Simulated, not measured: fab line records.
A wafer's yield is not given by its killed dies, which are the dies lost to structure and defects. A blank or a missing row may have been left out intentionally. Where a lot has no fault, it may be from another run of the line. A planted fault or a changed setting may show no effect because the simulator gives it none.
A lot that was struck, set against a sound lot | flow rit cmos | 28 steps out of a route of 202
Sound: the wafers L527.1, L527.3, L527.5. The struck wafers were L541.1, L541.4, L541.5. The cause is given at the end.
Per side, at each step with rows, come the tool, then ch with its chambers, and then its first start. Under that, the readings that differ: sound wafers | struck wafers | difference of the means | sigmas: that difference in standard deviations of wafers without a fault.
alike: same words and numbers on both sides, and readings whose means sit less than 2 such deviations apart. not compared: any withheld reading, any reading some wafer has no value for, any bound like >300 that may hide the same value, and any number with overlapping values for which the record gives no deviation.
A row with sigmas, a row that says differs or no value, or rows on one side alone: a step with any of these is where the two part. When numbers do not overlap yet have no deviation, they are printed without sigmas and do not part them. A reading missing from all wafers of one side parts the sides only when that side holds two or more wafers.

RIT_ACTIVE_BOW_MEAS_00:
  struck on film metro-03, day 6 00:00; sound on film metro-03, day 3 02:00
  alike: INCOMING_BOW
RIT_ACTIVE_OXIDATION_01: target thk 46.8 nm, ox time 3360 s.
  sound on furnace-04 ch 0, day 3 04:08; struck on furnace-01 ch 0, day 6 03:14
  reading                                       | sound                | struck              | difference | sigmas
  spike tc centre C (C)                         | 1000.2 1001.9 999.4  | 961.4 962.0 963.0   | -38.4      | -26
  spike tc load C (C)                           | 1020.2 1022.0 1022.9 | 986.8 986.7 989.5   | -34.0      | -11
  spike tc source C (C)                         | 1023.4 1023.1 1022.9 | 985.7 984.9 986.3   | -37.5      | -22
  tube center temp C (C)                        | 1000 1000.1 999.94   | 960.01 960.1 960.03 | -39.97     | -99 or more
  tube_center_temp_C_max                        | 1002.5 1002.4 1002.5 | 962.6 963.1 962.5   | -39.7      | -88
  zone power centre pct (%)                     | 45.9 45.4 46.7       | 43.6 43.6 43.5      | -2.4       | -4
  zone power load pct (%)                       | 35.7 35.8 35.6       | 31.3 32.0 31.7      | -4.0       | -6
  model.SiO2_of_ACTIVE_OXIDATION_01.thk nm (nm) | 45.04 45.52 43.99    | 32.23 31.73 31.73   | -12.95     |
RIT_ACTIVE_THK_MEAS_02:
  struck on film metro-03, day 6 05:11; sound on film metro-02, day 3 06:04
  reading               | sound          | struck         | difference | sigmas
  ACTIVE_OXIDE_THK (nm) | 45.0 45.5 44.0 | 32.3 31.7 31.8 | -12.9      | -13
then, 1 step without rows for these wafers: RIT_ACTIVE_CVD_03 (deposits Si3N4 from SiH2Cl2/NH3, target thk 150 nm, time 1500 s).
RIT_ACTIVE_THK_MEAS_04:
  struck on film metro-04, day 6 07:22; sound on film metro-03, day 3 07:33
  alike: ACTIVE_NITRIDE_THK
then, 6 steps without rows for these wafers: RIT_ACTIVE_HMDS_05 (prime time 60 s); RIT_ACTIVE_COAT_06 (resist thk 1000 nm); RIT_ACTIVE_SOFTBAKE_07 (time 60 s); RIT_ACTIVE_EXPOSE_08 (exposes mask M1, target cd 1400 nm); RIT_ACTIVE_PEB_09; RIT_ACTIVE_DEVELOP_10 (develop time 50 s).
RIT_ACTIVE_CD_MEAS_11 targets a cd of 1400 nm.
  struck on cd sem-01, day 6 08:16; sound on cd sem-02, day 3 08:35
  alike: cd nm
then, 1 step without rows for these wafers: RIT_ACTIVE_HARDBAKE_12 (time 60 s).
RIT_ACTIVE_ETCH_13: etches Si3N4 in SF6, stops on SiO2, time 210 s, target depth 210 nm.
  sound on rie diel-01 ch 1,3, day 3 08:51; struck on rie diel-04 ch 0,2,3, day 6 08:32
  alike: drypump motor current A, oes product au, throttle valve pct
  not compared: rf hours counter h
RIT_ACTIVE_STRIP_14: strips in O2, time 180 s.
  sound on plasma asher-02 ch 1, day 3 08:59; struck on plasma asher-04 ch 0,1, day 6 08:41
  alike: drypump motor current A
  not compared: rf hours counter h
RIT_ACTIVE_CD_MEAS_90 targets a cd of 1400 nm.
  struck on cd sem-01, day 6 08:51; sound on cd sem-01, day 3 09:10
  alike: cd nm
then, 4 steps without rows for these wafers: RIT_ACTIVE_CLEAN_15 (cleans in SC1, time 600 s); RIT_ACTIVE_CLEAN_16 (cleans in dHF, time 30 s); RIT_ACTIVE_CLEAN_17 (cleans in SC2, time 600 s); RIT_FOX1_OXIDATION_00 (target thk 350.7 nm, ox time 1130 s).
RIT_FOX1_THK_MEAS_01:
  struck on film metro-01, day 6 13:41; sound on film metro-04, day 3 10:59
  reading             | sound       | struck      | difference | sigmas
  FOX1_OXIDE_THK (nm) | 341 342 342 | 353 355 356 | +13        | +2
then, 2 steps without rows for these wafers: RIT_FOX1_WET_ETCH_02 (etches SiO2 in BOE, target depth 350 nm, time 390 s); RIT_FOX2_OXIDATION_00 (target thk 350.7 nm, ox time 1130 s).
RIT_FOX2_THK_MEAS_01:
  struck on film metro-04, day 6 16:56; sound on film metro-01, day 3 12:29
  alike: FOX2_OXIDE_THK
then, 1 step without rows for these wafers: RIT_FOX2_CLEAN_02 (cleans in dHF, time 180 s).
RIT_FOX2_WET_ETCH_03: etches Si3N4 in H3PO4, target depth 195 nm, time 2700 s.
  sound on wet bench-01 ch 1, day 3 12:36; struck on wet bench-01 ch 3, day 6 17:04
  reading                                       | sound             | struck            | difference | sigmas
  model.SiO2_of_ACTIVE_OXIDATION_01.thk nm (nm) | 38.96 39.99 38.65 | 28.26 28.13 28.15 | -11.02     |
RIT_FOX2_THK_MEAS_90:
  struck on film metro-03, day 6 17:53; sound on film metro-01, day 3 13:22
  alike: FIELD_OXIDE_LEFT_1_THK
-- the record jumps here: 2 days lie between the struck wafers' starts before and after (it left off in module FOX2 and takes up again in module M1, whose first step shown is number 202 of the route) --
RIT_M1_PROBE_99:
  struck on prober-02, day 8 21:10; sound on prober-02, day 5 03:40
  reading                             | sound             | struck            | difference | sigmas
  model.etest.pldd.width nm (nm)      | 3177 3210 3200    | 3310 3281 3291    | +98        |
  model.etest.nldd.width nm (nm)      | 3212 3203 3230    | 3292 3296 3306    | +83        |
  model.etest.pplus sal.width nm (nm) | 3470 3464 3480    | 3549 3523 3547    | +68        |
  model.etest.nplus sal.width nm (nm) | 3471 3458 3481    | 3524 3527 3535    | +59        |
  model.etest.nmos_0p3.r on ohm um    | 2148 2151 2149    | 2127 2100 2126    | -32        |
  model.etest.nmos narrow.drive ua um | 228.1 229 232.1   | 265.3 262.1 262.8 | +33.7      |
  model.etest.pmos narrow.drive ua um | 103.9 104 105.2   | 116.5 118.3 116.8 | +12.8      |
  model.etest.nmos_0p3.drive ua um    | 223.4 227.1 224.7 | 238.5 240.4 236.2 | +13.3      |
  alike: killed at front end, killed dies, killed open, killed short

WHERE THEY PART
Last at RIT_FOX1_THK_MEAS_01 as far as this record goes, first at RIT_ACTIVE_OXIDATION_01. Later steps at which nothing parts them and some readings are alike: RIT_FOX2_THK_MEAS_01, RIT_FOX2_THK_MEAS_90, RIT_M1_PROBE_99.

WHY: what the simulator had put in
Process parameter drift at RIT_ACTIVE_OXIDATION_01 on furnace-01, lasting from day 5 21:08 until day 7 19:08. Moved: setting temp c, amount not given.
